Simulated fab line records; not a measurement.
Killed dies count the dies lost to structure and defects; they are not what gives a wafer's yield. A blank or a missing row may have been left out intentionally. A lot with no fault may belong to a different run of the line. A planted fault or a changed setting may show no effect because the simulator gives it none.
What tool caused it? + flow berkeleyCmos170 + 14 lots with 42 wafers sampled at 3 steps, on a route of 331 steps

WHAT THE GAUGES READ, wafer by wafer
UCB170_NLDD_TW_MEAS_11. Usual: NLDD_TW 2205, standard deviation 22.
| lot  | measured     | on           | NLDD_TW        | flag |
|------|--------------|--------------|----------------|------|
| L833 | day 7 08:34  | filmMetro-03 | 2199 2218 2205 |      |
| L835 | day 7 18:39  | filmMetro-01 | 2160 2173 2177 |      |
| L834 | day 7 18:54  | filmMetro-01 | 2167 2174 2166 |      |
| L836 | day 8 06:58  | filmMetro-03 | 2217 2223 2215 |      |
| L838 | day 8 07:32  | filmMetro-02 | 2199 2208 2201 |      |
| L837 | day 8 07:46  | filmMetro-01 | 2146 2152 2159 |      |
| L840 | day 8 22:07  | filmMetro-03 | 2216 2215 2212 |      |
| L839 | day 8 22:50  | filmMetro-02 | 2194 2202 2193 |      |
| L842 | day 9 09:17  | filmMetro-03 | 2216 2198 2195 |      |
| L845 | day 10 01:40 | filmMetro-03 | 2223 2236 2205 |      |
| L848 | day 10 16:27 | filmMetro-03 | 2288 2285 2283 | OFF  |
| L851 | day 11 04:28 | filmMetro-03 | 2291 2291 2283 | OFF  |
| L854 | day 11 19:48 | filmMetro-02 | 2227 2240 2226 |      |
| L855 | day 11 20:47 | filmMetro-02 | 2239 2244 2226 |      |

UCB170_SDANNEAL_RS_MEAS_05: a four-point-probe measurement. Usual: NLDD_RS 617.1 ohm/sq, standard deviation 1.2.
| lot  | measured     | on           | NLDD_RS (ohm/sq)  | flag |
|------|--------------|--------------|-------------------|------|
| L833 | day 7 19:44  | filmMetro-03 | 614.9 618.0 618.2 |      |
| L835 | day 8 07:02  | filmMetro-01 | 616.4 618.3 616.1 |      |
| L834 | day 8 07:41  | filmMetro-03 | 618.0 615.8 617.9 |      |
| L836 | day 8 19:28  | filmMetro-02 | 616.2 616.8 618.0 |      |
| L838 | day 8 20:20  | filmMetro-02 | 617.1 617.7 616.3 |      |
| L837 | day 8 20:46  | filmMetro-03 | 615.7 616.4 615.5 |      |
| L840 | day 9 10:08  | filmMetro-02 | 617.3 616.7 616.7 |      |
| L839 | day 9 09:32  | filmMetro-02 | 617.1 615.8 618.2 |      |
| L842 | day 9 20:41  | filmMetro-03 | 616.0 616.5 615.4 |      |
| L845 | day 10 13:11 | filmMetro-01 | 616.2 616.4 617.5 |      |
| L848 | day 11 04:10 | filmMetro-02 | 586.4 587.3 588.6 | OFF  |
| L851 | day 11 16:13 | filmMetro-03 | 584.9 584.8 583.9 | OFF  |
| L854 | day 12 09:52 | filmMetro-01 | 617.4 618.0 618.3 |      |
| L855 | day 12 09:01 | filmMetro-02 | 618.4 619.2 616.9 |      |

EACH LOT AND THE TOOL THAT RAN IT (in order: tool; ch and the chambers of the sampled wafers; start)
| lot  | UCB170_NLDD_IMPLANT_09          |
|------|---------------------------------|
| L833 | implanter-04 ch 0, day 7 08:19  |
| L835 | implanter-04 ch 0, day 7 18:24  |
| L834 | implanter-01 ch 0, day 7 18:40  |
| L836 | implanter-01 ch 0, day 8 06:41  |
| L838 | implanter-03 ch 0, day 8 07:19  |
| L837 | implanter-01 ch 0, day 8 07:31  |
| L840 | implanter-03 ch 0, day 8 21:52  |
| L839 | implanter-01 ch 0, day 8 22:35  |
| L842 | implanter-01 ch 0, day 9 09:02  |
| L845 | implanter-04 ch 0, day 10 01:26 |
| L848 | implanter-01 ch 0, day 10 16:13 |
| L851 | implanter-01 ch 0, day 11 04:14 |
| L854 | implanter-03 ch 0, day 11 19:34 |
| L855 | implanter-04 ch 0, day 11 20:32 |
- UCB170_NLDD_IMPLANT_09

WHAT THE TOOLS THEMSELVES READ (means of the sampled wafers that have a number; where no wafer has one, the mark that the record gives instead)
UCB170_NLDD_IMPLANT_09. Usual: beamEnergyKeV reads 30.000 (standard deviation 0.0095).
| lot  | tool         | beamEnergyKeV | flag |
|------|--------------|---------------|------|
| L833 | implanter-04 | 30.000        |      |
| L835 | implanter-04 | 29.993        |      |
| L834 | implanter-01 | 29.997        |      |
| L836 | implanter-01 | 30.000        |      |
| L838 | implanter-03 | 30.001        |      |
| L837 | implanter-01 | 30.001        |      |
| L840 | implanter-03 | 29.996        |      |
| L839 | implanter-01 | 29.999        |      |
| L842 | implanter-01 | 29.994        |      |
| L845 | implanter-04 | 29.990        |      |
| L848 | implanter-01 | 36.597        | OFF  |
| L851 | implanter-01 | 36.611        | OFF  |
| L854 | implanter-03 | 29.986        |      |
| L855 | implanter-04 | 30.019        |      |

THE ANSWER, worked out from the rows above alone
Rule: a lot counts as off when the mean over its wafers that have a number is more than 3 standard deviations away from the usual mean. Also off: a lot with no number at a reading for which 4 or more lots have one. All remaining lots with rows at the step are treated as sound. Order of review: gauges by route order, followed by the tools' own readings, for which a lot's mean as printed above is used. At the first step where some lot is off, the reading lying furthest off is the one used; lots without a number count as furthest.
Off: L848, L851, at UCB170_NLDD_TW_MEAS_11 (NLDD_TW).
A tool fits if, at a process step before that reading, it ran every lot that is off, and no sound lot after the first of them. Not tried: the gauges at UCB170_NLDD_TW_MEAS_11; whatever is off there is also off at UCB170_NLDD_IMPLANT_09, on other tools, and gauge error can't account for it. One candidate fits, namely implanter-01 at UCB170_NLDD_IMPLANT_09. Its last sound lot is L842 (day 9 09:02), its first lot that is off L848 (day 10 16:13): a fault that began between those two fits.
The tool's own readings at UCB170_NLDD_IMPLANT_09 bear it out: on the lots that are off they differ by more than 5 times the standard deviation of the sound lots' means. beamEnergyKeV reads 36.604 there against 29.998 on the sound lots.

WHAT THE SIMULATOR HAD INSERTED
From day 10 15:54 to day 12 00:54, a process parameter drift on implanter-01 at UCB170_NLDD_IMPLANT_09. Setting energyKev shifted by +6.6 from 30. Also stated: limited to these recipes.
Struck lots among those shown: L848, L851. This agrees with what the rule above found.
